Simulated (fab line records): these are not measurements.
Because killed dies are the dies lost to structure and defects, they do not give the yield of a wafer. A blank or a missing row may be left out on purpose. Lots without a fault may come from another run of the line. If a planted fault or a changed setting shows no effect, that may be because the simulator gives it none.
fab line records	flow rit_cmos
record: lots: 5	wafers: 15	last_day: 7
route steps=202 shown NLDD@160 SILICIDE@161 CONTACT@168 M1@184
lots that met no fault: from a run of the same line without faults
start_h: start of the lot's first displayed wafer, in hours after the record's first day	wait_h: hours from the lot's prior step to this one	" repeats the value in the row above	L1.1+2: a row that stands for several wafers	- either no value or no given start	* or withheld: withheld	< > ~ a bound
route shown NAME@n: NAME is a module with steps in the file, n the number in the route of the first one	usual: mean and standard deviation over wafers with no fault	same: alike in all rows	chamber/n: place in a boat	sites: the reading at each site	_std_site: how widely they spread, as a standard deviation	_edge_site: inner sites' mean taken away from outer sites' mean	radius_mm: for every site, how far away it sits from the centre of the wafer	mask NAME#n: copy n	behind: the last tool/chamber to shape the wafer	hold: why the lot was held/for how many hours/how that ended	device: the transistor (n, p or np) that didn't switch	end of line: the same wafers' tests at the end of the route	for a step that has no rows: nothing shown but its recipe	killed: the dies lost at the first sort to structure and to defects; this is not the yield of the wafer	map: shows each die of a wafer: x if killed, . if not, _ if none is there
set.NAME: the setting as run; set.NAME@STEP: as run at that earlier step	model.NAME: the simulator's own value behind a step, which no gauge read
certain route steps with their lots: each step a table, each wafer a row
services: from which hour (start_h, from the record's first day; less than 0 if before it) a tool's chamber was out of use, for how many hours, and why
== steps ==
step: RIT_SDANNEAL_RS_MEAS_07
recipe: thk_meas_gauge: four-point-probe
usual: NLDD_RS: 154.4/0.49
lot.wafer	tool	chamber	start_h	wait_h	NLDD_RS[ohm/sq]
L075.3	film_metro-01	-	59.05	0.1	154.7
L075.4	"	-	"	"	154.7
L075.6	"	-	"	"	155.0
L079.3	film_metro-01	-	79.85	0.1	154.0
L079.5	"	-	"	"	154.3
L079.6	"	-	"	"	153.7
L084.3	film_metro-01	-	105.30	0.1	154.1
L084.4	"	-	"	"	154.7
L084.6	"	-	"	"	154.7
L085.2	film_metro-01	-	108.09	0.1	154.3
L085.4	"	-	"	"	154.8
L085.5	"	-	"	"	154.3
L093.2	film_metro-02	-	151.95	2.8	154.1
L093.3	"	-	"	"	154.0
L093.4	"	-	"	"	154.6
step: RIT_SILICIDE_WET_ETCH_00
recipe: chemistry: BOE	target: SiO2	target_depth_nm: 14	time_s: 15	dry: n2_spin	dilution: 10:1	temp_c: 21.5
lot.wafer	tool	chamber	start_h	wait_h
L075.3+4+6	wet_bench-03	2	59.13	0.1
L079.3+5+6	wet_bench-04	3	79.93	0.1
L084.3+4+6	wet_bench-01	2	105.38	0.1
L085.2+4+5	wet_bench-04	0	108.19	0.1
L093.2+3+4	wet_bench-01	2	152.05	0.1
step: RIT_SILICIDE_SPUTTER_01
recipe: material: Ti	target_thk_nm: 30	power_w: 344.4	chamber_pressure_pa: 0.667	gas: Ar	time_s: 240	substrate_temp_c: 25
usual: throttle_valve_pct: 30.3/2
lot.wafer	tool	chamber	start_h	wait_h	throttle_valve_pct
L075.3	pvd_sputter-02	-	59.14	0.0	28.9
L075.4	"	-	"	"	29.9
L075.6	"	-	"	"	29.9
L079.3	pvd_sputter-02	-	79.94	0.0	27.3
L079.5	"	-	"	"	29.9
L079.6	"	-	"	"	27.4
L084.3	pvd_sputter-01	-	105.39	0.0	34.0
L084.4	"	-	"	"	31.1
L084.6	"	-	"	"	34.2
L085.2	pvd_sputter-02	-	108.20	0.0	29.0
L085.4	"	-	"	"	30.0
L085.5	"	-	"	"	27.2
L093.2	pvd_sputter-02	-	152.06	0.0	27.4
L093.3	"	-	"	"	30.2
L093.4	"	-	"	"	28.7
step: RIT_SILICIDE_RS_MEAS_02
recipe: thk_meas_gauge: four-point-probe	reads: Ti_of_SILICIDE_SPUTTER_01
usual: SILICIDE_TI_RS: 48.8/0.91
lot.wafer	tool	chamber	start_h	wait_h	SILICIDE_TI_RS[ohm/sq]
L075.3	film_metro-02	-	59.33	0.1	48.4
L075.4	"	-	"	"	47.9
L075.6	"	-	"	"	48.0
L079.3	film_metro-02	-	80.13	0.1	48.0
L079.5	"	-	"	"	48.3
L079.6	"	-	"	"	47.7
L084.3	film_metro-04	-	105.58	0.1	48.2
L084.4	"	-	"	"	47.9
L084.6	"	-	"	"	48.3
L085.2	film_metro-02	-	108.37	0.1	48.9
L085.4	"	-	"	"	48.7
L085.5	"	-	"	"	47.9
L093.2	film_metro-03	-	152.23	0.1	48.4
L093.3	"	-	"	"	48.1
L093.4	"	-	"	"	49.2
step: RIT_SILICIDE_THK_MEAS_03
recipe: thk_meas_gauge: xrf	reads: Ti_of_SILICIDE_SPUTTER_01
usual: SILICIDE_TI_THK: 29.7/0.45
lot.wafer	tool	chamber	start_h	wait_h	SILICIDE_TI_THK[nm]
L075.3	film_metro-02	-	59.43	0.1	29.8
L075.4	"	-	"	"	29.7
L075.6	"	-	"	"	29.8
L079.3	film_metro-02	-	80.23	0.1	29.8
L079.5	"	-	"	"	29.6
L079.6	"	-	"	"	29.9
L084.3	film_metro-04	-	105.68	0.1	30.0
L084.4	"	-	"	"	30.2
L084.6	"	-	"	"	29.8
L085.2	film_metro-02	-	108.48	0.1	29.4
L085.4	"	-	"	"	29.5
L085.5	"	-	"	"	29.9
L093.2	film_metro-03	-	152.34	0.1	29.9
L093.3	"	-	"	"	30.2
L093.4	"	-	"	"	29.5
step: RIT_SILICIDE_RTA_04
recipe: temp_c: 650	time_s: 10	idle_temp_c: 25	ramp_up_s: 5	ramp_down_s: 5	cool_to_c: 25	ambient: N2
usual: wafer_temp_C_max: 651.9/0.49
lot.wafer	tool	chamber	start_h	wait_h	wafer_temp_C_max
L075.3	rtp_anneal-02	0	59.49	0.1	652.2
L075.4	"	0	"	"	651.5
L075.6	"	0	"	"	652.7
L079.3	rtp_anneal-01	0	80.29	0.1	652.7
L079.5	"	0	"	"	651.5
L079.6	"	0	"	"	652.2
L084.3	rtp_anneal-02	0	105.74	0.1	652.6
L084.4	"	0	"	"	652.9
L084.6	"	0	"	"	651.9
L085.2	rtp_anneal-01	0	108.54	0.1	651.6
L085.4	"	0	"	"	651.0
L085.5	"	0	"	"	651.6
L093.2	rtp_anneal-02	0	152.40	0.1	652.1
L093.3	"	0	"	"	652.1
L093.4	"	0	"	"	651.9
step: RIT_SILICIDE_WET_ETCH_05
recipe: chemistry: SPM	target: Ti	temp_c: 90	time_s: 120	dry: n2_spin
lot.wafer	tool	chamber	start_h	wait_h
L075.3+4+6	wet_bench-01	1	59.54	0.0
L079.3+5+6	wet_bench-01	3	80.34	0.0
L084.3+4+6	wet_bench-01	0	105.79	0.0
L085.2+4+5	wet_bench-03	3	108.60	0.0
L093.2+3+4	wet_bench-01	0	152.46	0.0
step: RIT_SILICIDE_RTA_06
recipe: temp_c: 750	time_s: 10	idle_temp_c: 25	ramp_up_s: 5	ramp_down_s: 10	cool_to_c: 25	ambient: N2
usual: wafer_temp_C_max: 752.4/0.61
lot.wafer	tool	chamber	start_h	wait_h	wafer_temp_C_max
L075.3	rtp_anneal-01	0	59.60	0.0	752.0
L075.4	"	0	"	"	751.2
L075.6	"	0	"	"	752.5
L079.3	rtp_anneal-02	0	80.40	0.0	753.6
L079.5	"	0	"	"	752.8
L079.6	"	0	"	"	753.7
L084.3	rtp_anneal-01	0	105.85	0.0	752.5
L084.4	"	0	"	"	752.0
L084.6	"	0	"	"	751.9
L085.2	rtp_anneal-02	0	108.65	0.0	753.0
L085.4	"	0	"	"	752.3
L085.5	"	0	"	"	752.5
L093.2	rtp_anneal-01	0	152.51	0.0	752.3
L093.3	"	0	"	"	751.9
L093.4	"	0	"	"	752.9
step: RIT_CONTACT_CVD_00
recipe: material: SiO2	target_thk_nm: 400	precursor: TEOS	temp_c: 390	time_s: 61	rf_w: 400
usual: heater_power_w: 312/45
lot.wafer	tool	chamber	start_h	wait_h	heater_power_w
L075.3	pecvd-02	2	59.65	0.0	322
L075.4	"	2	"	"	325
L075.6	"	1	"	"	287
L079.3	pecvd-01	2	80.45	0.0	271
L079.5	"	1	"	"	303
L079.6	"	0	"	"	235
L084.3	pecvd-02	0	105.89	0.0	364
L084.4	"	0	"	"	367
L084.6	"	1	"	"	297
L085.2	pecvd-01	1	108.71	0.0	246
L085.4	"	0	"	"	265
L085.5	"	2	"	"	275
L093.2	pecvd-01	2	152.57	0.0	337
L093.3	"	0	"	"	223
L093.4	"	2	"	"	254
step: RIT_CONTACT_THK_MEAS_01
recipe: reads: SiO2_of_CONTACT_CVD_00
usual: CONTACT_TEOS_THK: 400/5.5
lot.wafer	tool	chamber	start_h	wait_h	CONTACT_TEOS_THK[nm]
L075.3	film_metro-03	-	59.72	0.0	405
L075.4	"	-	"	"	411
L075.6	"	-	"	"	400
L079.3	film_metro-01	-	80.52	0.0	395
L079.5	"	-	"	"	405
L079.6	"	-	"	"	402
L084.3	film_metro-03	-	105.96	0.0	393
L084.4	"	-	"	"	402
L084.6	"	-	"	"	402
L085.2	film_metro-04	-	108.77	0.0	396
L085.4	"	-	"	"	405
L085.5	"	-	"	"	399
L093.2	film_metro-01	-	152.63	0.0	396
L093.3	"	-	"	"	401
L093.4	"	-	"	"	402
step: RIT_CONTACT_HMDS_02
recipe: prime_time_s: 60	prime_temp_c: 140
lot.wafer	tool	chamber	start_h	wait_h
L075.3+4+6	litho_track-02	0	59.81	0.1
L079.3+5+6	litho_track-03	0	80.61	0.1
L084.3+4+6	litho_track-02	0	106.05	0.1
L085.2+4+5	litho_track-04	0	108.88	0.1
L093.2+3+4	litho_track-03	0	152.70	0.1
step: RIT_CONTACT_COAT_03
recipe: resist: NOVOLAK	spin_rpm: 3250	resist_thk_nm: 1000
lot.wafer	tool	chamber	start_h	wait_h
L075.3+4+6	litho_track-02	0	59.96	0.1
L079.3+5+6	litho_track-03	0	80.76	0.1
L084.3+4+6	litho_track-02	0	106.20	0.1
L085.2+4+5	litho_track-04	0	109.03	0.1
L093.2+3+4	litho_track-03	0	152.85	0.1
step: RIT_CONTACT_SOFTBAKE_04
recipe: resist: NOVOLAK	temp_c: 90	time_s: 60
lot.wafer	tool	chamber	start_h	wait_h
L075.3+4+6	litho_track-02	0	60.11	0.1
L079.3+5+6	litho_track-03	0	80.91	0.1
L084.3+4+6	litho_track-02	0	106.35	0.1
L085.2+4+5	litho_track-04	0	109.18	0.1
L093.2+3+4	litho_track-03	0	153.00	0.1
step: RIT_CONTACT_EXPOSE_05
recipe: mask_id: M11	na: 0.6	source_shape: conventional	sigma_outer: 0.5	target_cd_nm: 1000	dose_mj: 250
lot.wafer	tool	chamber	start_h	wait_h	mask
L075.3+4+6	iline_stepper-02	0	60.25	0.1	M11#0
L079.3+5+6	iline_stepper-02	0	81.05	0.1	M11#0
L084.3+4+6	iline_stepper-01	0	106.49	0.1	M11#0
L085.2+4+5	iline_stepper-02	0	109.45	0.2	M11#0
L093.2+3+4	iline_stepper-01	0	153.27	0.2	M11#0
step: RIT_CONTACT_PEB_06
recipe: resist: NOVOLAK	temp_c: withheld	time_s: withheld
lot.wafer	tool	chamber	start_h	wait_h
L075.3+4+6	litho_track-04	0	60.37	0.1
L079.3+5+6	litho_track-03	0	81.17	0.1
L084.3+4+6	litho_track-02	0	106.62	0.1
L085.2+4+5	litho_track-03	0	109.57	0.1
L093.2+3+4	litho_track-03	0	153.39	0.1
step: RIT_CONTACT_DEVELOP_07
recipe: resist: NOVOLAK	develop_time_s: 120	dev_temp_c: 23.7
lot.wafer	tool	chamber	start_h	wait_h
L075.3+4+6	litho_track-04	0	-	-
L079.3+5+6	litho_track-03	0	-	-
L084.3+4+6	litho_track-02	0	-	-
L085.2+4+5	litho_track-03	0	-	-
L093.2+3+4	litho_track-03	0	-	-
step: RIT_CONTACT_CD_MEAS_08
recipe: target_cd_nm: 1000
usual: cd_nm: 999.8/2.3
lot.wafer	tool	chamber	start_h	wait_h	cd_nm
L075.3	cd_sem-01	-	60.76	-	998.6
L075.4	"	-	"	"	1000.7
L075.6	"	-	"	"	1000.1
L079.3	cd_sem-01	-	81.56	-	1004.1
L079.5	"	-	"	"	1003.8
L079.6	"	-	"	"	1003.9
L084.3	cd_sem-01	-	107.01	-	997.8
L084.4	"	-	"	"	998.1
L084.6	"	-	"	"	999.2
L085.2	cd_sem-02	-	109.97	-	1003.7
L085.4	"	-	"	"	1003.4
L085.5	"	-	"	"	1004.2
L093.2	cd_sem-02	-	153.79	-	1001.4
L093.3	"	-	"	"	1000.8
L093.4	"	-	"	"	1001.0
step: RIT_CONTACT_OVL_MEAS_09
usual: CONTACT_OVL: -0.1/1.4
lot.wafer	tool	chamber	start_h	wait_h	CONTACT_OVL[nm]
L075.3	overlay-01	-	60.86	0.1	1.2
L075.4	"	-	"	"	1.9
L075.6	"	-	"	"	-0.3
L079.3	overlay-01	-	81.66	0.1	-0.4
L079.5	"	-	"	"	-0.8
L079.6	"	-	"	"	-2.3
L084.3	overlay-02	-	107.10	0.1	-3.4
L084.4	"	-	"	"	-3.2
L084.6	"	-	"	"	-1.9
L085.2	overlay-01	-	110.07	0.1	-0.6
L085.4	"	-	"	"	0.5
L085.5	"	-	"	"	-0.1
L093.2	overlay-01	-	153.90	0.1	-1.3
L093.3	"	-	"	"	-0.8
L093.4	"	-	"	"	-0.9
step: RIT_CONTACT_HARDBAKE_10
recipe: resist: NOVOLAK	temp_c: 140	time_s: 60
lot.wafer	tool	chamber	start_h	wait_h
L075.3+4+6	litho_track-04	0	60.93	0.1
L079.3+5+6	litho_track-04	0	81.73	0.1
L084.3+4+6	litho_track-04	0	107.18	0.1
L085.2+4+5	litho_track-04	0	110.13	0.0
L093.2+3+4	litho_track-04	0	153.95	0.0
step: RIT_CONTACT_ETCH_11
recipe: target_depth_a: 4800	over_etch_frac: 0.2	stop_on: TiSi2	chemistry: CHF3/CF4/Ar	target: SiO2	CHF3_flow_sccm: 50	cf4_flow_sccm: 10	Ar_flow_sccm: 100	O2_flow_sccm: 5	pressure_mtorr: 100	rf_w: 200	time_s: 320
usual: drypump_motor_current_A: 5.8/0.49	oes_product_au: 0.992/0.011	throttle_valve_pct: 8.94/0.12
lot.wafer	tool	chamber	start_h	wait_h	drypump_motor_current_A	oes_product_au	rf_hours_counter_h	throttle_valve_pct
L075.3	rie_diel-03	2	61.03	0.1	5.7	1.005	159	8.74
L075.4	"	0	"	"	5.7	0.953	138	8.95
L075.6	"	2	"	"	5.7	1.005	-	8.75
L079.3	rie_diel-03	2	81.83	0.1	5.7	1.000	159	8.75
L079.5	"	3	"	"	6.0	0.991	-	8.86
L079.6	"	2	"	"	5.7	0.996	-	8.74
L084.3	rie_diel-04	0	107.28	0.1	6.4	1.002	40	9.02
L084.4	"	3	"	"	6.0	0.997	99	9.15
L084.6	"	0	"	"	6.4	1.005	-	9.01
L085.2	rie_diel-03	1	110.25	0.1	6.1	0.975	127	9.02
L085.4	"	0	"	"	5.7	0.964	138	8.97
L085.5	"	0	"	"	5.7	0.958	-	8.96
L093.2	rie_diel-03	2	154.08	0.1	5.7	0.989	0	8.73
L093.3	"	1	"	"	6.2	0.983	127	9.03
L093.4	"	3	"	"	6.0	0.984	3	8.85
step: RIT_CONTACT_STRIP_12
recipe: chemistry: O2	time_s: 180	resist: NOVOLAK	platen_temp_c: withheld	power_w: 500	pressure_mtorr: 4000	o2_flow_sccm: 4000
usual: drypump_motor_current_A: 5.6/0.59
lot.wafer	tool	chamber	start_h	wait_h	drypump_motor_current_A	rf_hours_counter_h
L075.3	plasma_asher-04	1	61.28	0.2	5.6	-
L075.4	"	0	"	"	4.8	-
L075.6	"	1	"	"	5.6	-
L079.3	plasma_asher-04	1	82.08	0.2	5.6	-
L079.5	"	0	"	"	4.8	-
L079.6	"	1	"	"	5.6	-
L084.3	plasma_asher-04	1	107.53	0.2	5.6	-
L084.4	"	0	"	"	4.8	-
L084.6	"	1	"	"	5.6	-
L085.2	plasma_asher-04	0	110.45	0.1	4.8	33
L085.4	"	1	"	"	5.6	-
L085.5	"	0	"	"	4.8	-
L093.2	plasma_asher-02	0	154.27	0.1	6.8	50
L093.3	"	0	"	"	6.7	-
L093.4	"	1	"	"	6.0	-
step: RIT_CONTACT_CD_MEAS_90
recipe: target_cd_nm: 1000
usual: cd_nm: 999.7/2.4
lot.wafer	tool	chamber	start_h	wait_h	cd_nm
L075.3	cd_sem-02	-	61.44	0.1	998.9
L075.4	"	-	"	"	1000.8
L075.6	"	-	"	"	1000.0
L079.3	cd_sem-01	-	82.24	0.1	1003.8
L079.5	"	-	"	"	1003.7
L079.6	"	-	"	"	1004.1
L084.3	cd_sem-02	-	107.69	0.1	997.0
L084.4	"	-	"	"	997.8
L084.6	"	-	"	"	999.0
L085.2	cd_sem-02	-	110.64	0.1	1004.3
L085.4	"	-	"	"	1002.9
L085.5	"	-	"	"	1003.7
L093.2	cd_sem-02	-	154.46	0.1	1001.4
L093.3	"	-	"	"	1001.2
L093.4	"	-	"	"	1000.2
step: RIT_CONTACT_CLEAN_13
recipe: chemistry: SC1	mix: 3:3:50	time_s: 600	temp_c: 75
lot.wafer	tool	chamber	start_h	wait_h
L075.3+4+6	wet_bench-02	3	61.52	0.1
L079.3+5+6	wet_bench-01	2	82.32	0.1
L084.3+4+6	wet_bench-03	3	107.77	0.1
L085.2+4+5	wet_bench-01	2	110.74	0.1
L093.2+3+4	wet_bench-01	1	154.56	0.1
step: RIT_CONTACT_CLEAN_14
recipe: chemistry: SC2	mix: 3:3:50	time_s: 600	temp_c: 75	dry: n2_spin
lot.wafer	tool	chamber	start_h	wait_h
L075.3+4+6	wet_bench-03	3	61.70	0.0
L079.3+5+6	wet_bench-03	0	82.49	0.0
L084.3+4+6	wet_bench-01	0	107.94	0.0
L085.2+4+5	wet_bench-03	2	110.93	0.0
L093.2+3+4	wet_bench-02	2	154.74	0.0
step: RIT_M1_SPUTTER_00
recipe: material: Al	target_thk_nm: 400	power_w: 2000	chamber_pressure_pa: 0.4	gas: Ar	time_s: 500	substrate_temp_c: 25
usual: throttle_valve_pct: 29.9/1.2
lot.wafer	tool	chamber	start_h	wait_h	throttle_valve_pct
L075.3	pvd_sputter-04	-	61.89	0.0	30.6
L075.4	"	-	"	"	31.2
L075.6	"	-	"	"	30.6
L079.3	pvd_sputter-04	-	82.67	0.0	28.6
L079.5	"	-	"	"	28.7
L079.6	"	-	"	"	30.3
L084.3	pvd_sputter-03	-	108.13	0.0	29.5
L084.4	"	-	"	"	30.6
L084.6	"	-	"	"	30.4
L085.2	pvd_sputter-04	-	111.11	0.0	31.1
L085.4	"	-	"	"	28.9
L085.5	"	-	"	"	29.8
L093.2	pvd_sputter-04	-	154.91	0.0	28.6
L093.3	"	-	"	"	30.7
L093.4	"	-	"	"	31.5
step: RIT_M1_RS_MEAS_01
recipe: thk_meas_gauge: four-point-probe	reads: Al_of_M1_SPUTTER_00
usual: M1_AL_RS: 0.0737/0.0011
lot.wafer	tool	chamber	start_h	wait_h	M1_AL_RS[ohm/sq]
L075.3	film_metro-02	-	62.22	0.2	0.0738
L075.4	"	-	"	"	0.0713
L075.6	"	-	"	"	0.0739
L079.3	film_metro-02	-	83.00	0.2	0.0754
L079.5	"	-	"	"	0.0751
L079.6	"	-	"	"	0.0745
L084.3	film_metro-01	-	108.47	0.2	0.0755
L084.4	"	-	"	"	0.0746
L084.6	"	-	"	"	0.0747
L085.2	film_metro-01	-	111.42	0.2	0.0726
L085.4	"	-	"	"	0.0751
L085.5	"	-	"	"	0.0744
L093.2	film_metro-02	-	155.23	0.2	0.0755
L093.3	"	-	"	"	0.0748
L093.4	"	-	"	"	0.0729
step: RIT_M1_THK_MEAS_02
recipe: thk_meas_gauge: xrf	reads: Al_of_M1_SPUTTER_00
usual: M1_AL_THK: 401/6.4
lot.wafer	tool	chamber	start_h	wait_h	M1_AL_THK[nm]
L075.3	film_metro-02	-	62.32	0.1	401
L075.4	"	-	"	"	416
L075.6	"	-	"	"	400
L079.3	film_metro-02	-	83.10	0.1	388
L079.5	"	-	"	"	392
L079.6	"	-	"	"	395
L084.3	film_metro-01	-	108.57	0.1	392
L084.4	"	-	"	"	397
L084.6	"	-	"	"	393
L085.2	film_metro-01	-	111.53	0.1	407
L085.4	"	-	"	"	393
L085.5	"	-	"	"	396
L093.2	film_metro-02	-	155.34	0.1	390
L093.3	"	-	"	"	397
L093.4	"	-	"	"	404
step: RIT_M1_HMDS_03
recipe: prime_time_s: 60	prime_temp_c: 140
lot.wafer	tool	chamber	start_h	wait_h
L075.3+4+6	litho_track-04	0	62.41	0.1
L079.3+5+6	litho_track-04	0	83.19	0.1
L084.3+4+6	litho_track-01	0	108.66	0.1
L085.2+4+5	litho_track-02	0	111.61	0.1
L093.2+3+4	litho_track-01	0	155.41	0.1
step: RIT_M1_COAT_04
recipe: resist: NOVOLAK	spin_rpm: 2000	resist_thk_nm: 1300
lot.wafer	tool	chamber	start_h	wait_h
L075.3+4+6	litho_track-04	0	62.56	0.1
L079.3+5+6	litho_track-04	0	83.34	0.1
L084.3+4+6	litho_track-01	0	108.81	0.1
L085.2+4+5	litho_track-02	0	111.76	0.1
L093.2+3+4	litho_track-01	0	155.56	0.1
step: RIT_M1_SOFTBAKE_05
recipe: resist: NOVOLAK	temp_c: 89.59	time_s: 60
lot.wafer	tool	chamber	start_h	wait_h
L075.3+4+6	litho_track-04	0	62.71	0.1
L079.3+5+6	litho_track-04	0	83.49	0.1
L084.3+4+6	litho_track-01	0	108.96	0.1
L085.2+4+5	litho_track-02	0	111.91	0.1
L093.2+3+4	litho_track-01	0	155.71	0.1
step: RIT_M1_EXPOSE_06
recipe: mask_id: M12	na: 0.6	source_shape: conventional	sigma_outer: 0.5	target_cd_nm: 2600	dose_mj: 250
lot.wafer	tool	chamber	start_h	wait_h	mask
L075.3+4+6	iline_stepper-01	0	62.85	0.1	M12#0
L079.3+5+6	iline_stepper-02	0	83.63	0.1	M12#0
L084.3+4+6	iline_stepper-01	0	109.10	0.1	M12#0
L085.2+4+5	iline_stepper-02	0	112.18	0.2	M12#0
L093.2+3+4	iline_stepper-01	0	156.07	0.3	M12#0
step: RIT_M1_PEB_07
recipe: resist: NOVOLAK	temp_c: withheld	time_s: withheld
lot.wafer	tool	chamber	start_h	wait_h
L075.3+4+6	litho_track-01	0	62.98	0.1
L079.3+5+6	litho_track-04	0	83.76	0.1
L084.3+4+6	litho_track-04	0	109.35	0.2
L085.2+4+5	litho_track-02	0	112.30	0.1
L093.2+3+4	litho_track-04	0	156.19	0.1
step: RIT_M1_DEVELOP_08
recipe: resist: NOVOLAK	develop_time_s: 68	dev_temp_c: 23
lot.wafer	tool	chamber	start_h	wait_h
L075.3+4+6	litho_track-01	0	-	-
L079.3+5+6	litho_track-04	0	-	-
L084.3+4+6	litho_track-04	0	-	-
L085.2+4+5	litho_track-02	0	-	-
L093.2+3+4	litho_track-04	0	-	-
step: RIT_M1_CD_MEAS_09
recipe: target_cd_nm: 2600
usual: cd_nm: 2599.7/2.5
lot.wafer	tool	chamber	start_h	wait_h	cd_nm
L075.3	cd_sem-02	-	63.28	-	2599.7
L075.4	"	-	"	"	2598.7
L075.6	"	-	"	"	2601.8
L079.3	cd_sem-01	-	84.06	-	2598.9
L079.5	"	-	"	"	2599.8
L079.6	"	-	"	"	2599.0
L084.3	cd_sem-01	-	109.66	-	2602.0
L084.4	"	-	"	"	2600.7
L084.6	"	-	"	"	2602.6
L085.2	cd_sem-01	-	112.61	-	2599.1
L085.4	"	-	"	"	2599.8
L085.5	"	-	"	"	2600.7
L093.2	cd_sem-02	-	156.50	-	2600.1
L093.3	"	-	"	"	2599.5
L093.4	"	-	"	"	2598.3
== services ==
tool	chamber	start_h	hours	kind
pecvd-01	0	35.33	13.7	repair
iline_stepper-01	0	42.99	-	calibration
iline_stepper-01	-	50.30	4.4	pm
pvd_sputter-01	-	51.10	8.6	repair
pecvd-01	-	51.26	2.5	repair
pvd_sputter-03	-	56.36	5.5	repair
pvd_sputter-04	-	56.73	3.1	repair
rie_diel-04	0	57.62	2.5	repair
rtp_anneal-02	-	61.47	5.5	pm
iline_stepper-02	0	71.85	-	calibration
pvd_sputter-03	-	73.05	1.8	repair
pvd_sputter-01	-	82.07	3.4	repair
wet_bench-03	-	89.76	2.7	repair
plasma_asher-04	-	93.69	0.4	repair
plasma_asher-04	-	105.16	2.2	repair
rtp_anneal-01	-	112.33	4.4	pm
pecvd-02	0	120.30	10.8	repair
rie_diel-03	2	122.40	5.3	repair
plasma_asher-02	-	123.99	3.4	repair
rie_diel-03	2	127.72	-	clean
plasma_asher-02	-	144.26	7.2	repair
rie_diel-04	3	145.27	2.7	repair
pvd_sputter-03	-	147.63	5.5	repair
pecvd-02	-	155.22	2.0	repair
== key ==
fault none
